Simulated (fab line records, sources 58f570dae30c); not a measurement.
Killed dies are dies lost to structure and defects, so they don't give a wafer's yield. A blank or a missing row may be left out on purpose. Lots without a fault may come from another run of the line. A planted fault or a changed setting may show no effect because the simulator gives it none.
One fault seen from 2 desks | flow berkeley_cmos170 | each desk has only its own numbers; what lay behind them comes last

THE METROLOGY DESK
What the gauges read, lot by lot, whatever tool the lot ran on: means of the sampled wafers that have a number. A lot is out of limits, marked OUT, if its mean lies more than 4 standard deviations from the usual mean; the brackets give that distance.
Columns: A = PFIELD_OVL at UCB170_PFIELD_OVL_MEAS_06, usual -2 nm; B = CONTACT_PSG_THK at UCB170_CONTACT_THK_MEAS_02, usual 701 nm; C = cd_nm at UCB170_V2_CD_MEAS_90, usual 700.6 nm
lot  | first seen here | A   | B   | C
L433 | day 5 01:23     | 3   | 701 | 699.8
L432 | day 5 01:38     | 4   | 698 | 697.7
L436 | day 5 17:18     | -11 | 701 | 697.4
L435 | day 5 17:58     | -0  | 704 | 703.3
L434 | day 5 18:14     | -4  | 692 | 702.9
L445 | day 7 17:22     | -2  | 698 | 701.8
L446 | day 7 22:17     | 4   | 697 | 701.0
L449 | day 8 09:35     | -10 | 706 | 702.1
L448 | day 8 09:52     | -13 | 699 | 701.4
L450 | day 8 10:04     | -1  | 695 | 699.2
L452 | day 9 03:40     | -0  | 717 | 700.9
L455 | day 9 14:12     | -6  | 700 | 701.0
This desk's finding: nothing out of limits on any of the 12 lots.

THE TOOL OWNER'S DESK: rie_diel-03
The tool's own readings at UCB170_V2_ETCH_14 (etches SiO2 in CHF3/CF4/Ar, stops on Al, target depth 1250 nm, time 291 s): means of the sampled wafers that have a number, for each lot that ran on this tool. A lot is out of limits, marked OUT, if its mean lies more than 4 standard deviations from the usual mean; the brackets give that distance.
Columns: A = drypump_motor_current_A at UCB170_V2_ETCH_14, usual 5.6 A; B = oes_product_au at UCB170_V2_ETCH_14, usual 0.873 a.u.; C = rf_fwd_power_W at UCB170_V2_ETCH_14, usual 698.4 W; D = throttle_valve_pct at UCB170_V2_ETCH_14, usual 7.01 %
lot  | first seen here | A   | B     | C               | D
L432 | day 9 02:50     | 5.6 | 0.874 | 699.1           | 7.13
L434 | day 9 17:32     | 5.5 | 0.874 | 791.9 (+49) OUT | 7.07
L435 | day 9 18:05     | 6.0 | 0.882 | 792.6 (+50) OUT | 7.06
This desk's finding: out of limits on L434, L435; first on L434, day 9 17:32 (rf_fwd_power_W at UCB170_V2_ETCH_14). In limits: L432.

PUT TOGETHER
The tool owner's desk could have raised an alarm at day 9 17:32, on L434, L435.
The metrology desk saw nothing out of limits.
The metrology desk has L434, L435 on record, within its limits.
Of the lots named, all ran UCB170_V2_ETCH_14 on rie_diel-03.

WHAT THE SIMULATOR HAD PUT IN
Process parameter drift: rie_diel-03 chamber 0, from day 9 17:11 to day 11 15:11, at UCB170_V2_ETCH_14. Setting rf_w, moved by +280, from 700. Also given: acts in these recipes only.
Lots struck among those shown: L434, L435.
Hours from the fault's start to each desk's first reading out of limits: the tool owner's desk, 0.
